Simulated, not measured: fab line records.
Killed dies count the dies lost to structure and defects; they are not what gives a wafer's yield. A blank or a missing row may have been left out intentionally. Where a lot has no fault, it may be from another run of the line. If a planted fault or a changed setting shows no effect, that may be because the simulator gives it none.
fab line records | flow rit_cmos
record: lots: 14 wafers: 42 last_day: 7
route steps=202 shown PSD@150
lots that met no fault: from a run of the same line without faults
start_h: start of the lot's first displayed wafer, in hours after the record's first day | wait_h: hours from the lot's prior step to this one | " as in the row above | L1.1+2: several wafers, shown together as one row | - no value, or no start given | * or withheld: withheld | < > ~ a bound
route shown NAME@n: a module of which the file shows steps, and the number in the route of the first | usual: the fault-free wafers' mean and standard deviation | same: alike in all rows | chamber/n: place in a boat | sites: each site's reading | _std_site: the standard deviation of these | _edge_site: the outer-site mean with the inner-site mean subtracted | radius_mm: for every site, how far away it sits from the centre of the wafer | mask NAME#n: copy n | behind: tool/chamber where the wafer was last shaped | hold: cause of the lot's hold/its duration in hours/its outcome | device: the n, p or np transistor that did not switch | end of line: tests of these same wafers at the route's end | a step given without rows: its recipe and nothing more | killed: count of dies lost to structure and defects at first sort (not the wafer's yield) | map: the dies of a wafer, with x for killed, . for not killed, _ for no die there
set.NAME: the setting as run; set.NAME@STEP: as run at that earlier step | model.NAME: the simulator's own value behind a step, which no gauge read
one table for each step of the route and one row for each wafer, over a sample of lots
services: from which hour (start_h, from the record's first day; less than 0 if before it) a tool's chamber was out of use, for how many hours, and why
== steps ==
step: RIT_PSD_IMPLANT_08
recipe: species: BF2 energy_kev: 27 dose_cm2: 5e+15 tilt_deg: 7
columns lot.wafer tool chamber start_h wait_h
L884.3+4+5 implanter-03 0 65.76 0.1
L885.2+5+6 implanter-01 0 73.61 0.1
L886.1+2+3 implanter-02 0 77.13 0.1
L887.1+3+4 implanter-03 0 77.57 0.1
L888.2+3+6 implanter-01 0 90.01 0.1
L890.1+2+3 implanter-03 0 93.89 0.1
L892.2+3+4 implanter-03 0 105.18 0.1
L893.1+3+4 implanter-03 0 107.99 0.1
L894.1+2+6 implanter-03 0 119.71 0.1
L896.1+5+6 implanter-01 0 135.45 0.1
L898.1+3+5 implanter-01 0 138.39 0.1
L901.1+3+5 implanter-02 0 149.91 0.1
L904.1+2+4 implanter-03 0 162.19 0.1
L905.4+5+6 implanter-03 0 167.22 0.1
step: RIT_SDANNEAL_RS_MEAS_04
recipe: thk_meas_gauge: four-point-probe
usual: PSD_RS: 115.8/0.34
columns lot.wafer tool chamber start_h wait_h PSD_RS[ohm/sq]
L884.3 film_metro-04 - 66.67 0.1 115.2
L884.4 " - " " 115.3
L884.5 " - " " 115.2
L885.2 film_metro-02 - 74.43 0.1 116.1
L885.5 " - " " 115.7
L885.6 " - " " 116.1
L886.1 film_metro-01 - 78.01 0.0 116.2
L886.2 " - " " 115.9
L886.3 " - " " 116.0
L887.1 film_metro-02 - 78.43 0.0 116.2
L887.3 " - " " 116.1
L887.4 " - " " 115.9
L888.2 film_metro-01 - 90.81 0.1 115.9
L888.3 " - " " 115.8
L888.6 " - " " 115.8
L890.1 film_metro-02 - 94.70 0.0 116.4
L890.2 " - " " 116.5
L890.3 " - " " 116.1
L892.2 film_metro-02 - 105.99 0.1 116.2
L892.3 " - " " 116.0
L892.4 " - " " 115.8
L893.1 film_metro-04 - 108.94 0.0 115.7
L893.3 " - " " 115.9
L893.4 " - " " 115.8
L894.1 film_metro-02 - 120.52 0.0 116.2
L894.2 " - " " 116.4
L894.6 " - " " 116.4
L896.1 film_metro-04 - 136.26 0.0 115.7
L896.5 " - " " 115.1
L896.6 " - " " 115.5
L898.1 film_metro-02 - 139.20 0.0 116.3
L898.3 " - " " 116.3
L898.5 " - " " 116.6
L901.1 film_metro-01 - 150.81 0.1 115.9
L901.3 " - " " 116.0
L901.5 " - " " 116.1
L904.1 film_metro-01 - 163.03 0.0 117.8
L904.2 " - " " 117.8
L904.4 " - " " 118.2
L905.4 film_metro-02 - 168.03 0.1 118.0
L905.5 " - " " 117.9
L905.6 " - " " 117.6
== services ==
columns tool chamber start_h hours kind
implanter-03 - 55.08 1.5 repair
implanter-01 - 61.65 3.8 repair
implanter-02 - 86.02 6.0 pm
implanter-01 - 107.75 3.4 repair
implanter-01 - 139.18 1.2 repair
implanter-02 - 163.53 1.4 repair
== key ==
first_sign: step: RIT_SDANNEAL_RS_MEAS_04 reading: PSD_RS direction: up sigmas: 6 usual: 115.8 struck: 117.9
effect none on later readings
met_at RIT_PSD_IMPLANT_08
struck_lots L904,L905
tester_left_out L904,L905
onset_between 119.71 162.19
also_fits time
fault: kind: process_parameter_drift tool: implanter-03 chamber: - onset_h: 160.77 steps: RIT_PSD_IMPLANT_08 channel: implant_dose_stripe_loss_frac offset: 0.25 shape: step end_h: 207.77
tester_left_out: of these lots the tester's yield and bins aren't shown, on N5 and GAA mostly nor the transistor test; their killed dies are dies lost to structure and defects alone, not to doping, threshold or leakage, so they don't give the yield
